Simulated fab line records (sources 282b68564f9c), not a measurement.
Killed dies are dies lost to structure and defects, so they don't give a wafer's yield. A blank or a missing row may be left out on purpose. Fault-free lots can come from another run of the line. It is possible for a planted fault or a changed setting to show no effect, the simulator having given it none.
Chamber matching	flow ritCmos	RIT_GATE_ETCH_19 on rieSi-01 has 4 sister chambers
The step etches poly-Si in SF6/CHF3/O2, stops on SiO2, time 165 s, target depth 312.5 nm. 4 wafers are shown with their chamber, then 7 later ones without.

WAFERS, EACH WITH ITS CHAMBER
wafer	chamber	drypumpMotorCurrentA (A)
L348.4	0	6.7
L352.6	3	6.8
L362.1	1	5.9
L362.3	2	5.4

WAFERS WITHOUT THEIR CHAMBER
wafer	drypumpMotorCurrentA (A)
L362.4	6.7
L366.1	5.9
L366.2	6.7
L366.5	5.3
L368.1	5.8
L368.5	5.3
L368.6	5.9

CHAMBER TAKEN BY EACH
wafer	from the rows above	in truth
L362.4	can't be placed: 0 or 3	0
L366.1	1	1
L366.2	can't be placed: 0 or 3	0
L366.5	2	2
L368.1	1	1
L368.5	2	2
L368.6	1	1
Correct placement for 5 of the 7. Unplaceable from these rows: 2, with the true chamber sitting among the candidates in 2. 0 placed wrongly.
How it was worked out, from the rows above alone: a wafer's distance from a chamber is the root of the sum, over the readings, of the square of ((its reading less the chamber's mean) divided by the reading's scatter). The wafer belongs to the nearest chamber; if the next one is less than 2 further off, it can't be placed. A chamber's mean is the mean of its shown wafers. The scatter: root of mean squared gap, hidden wafer to nearest shown wafer, with one shown wafer a chamber.
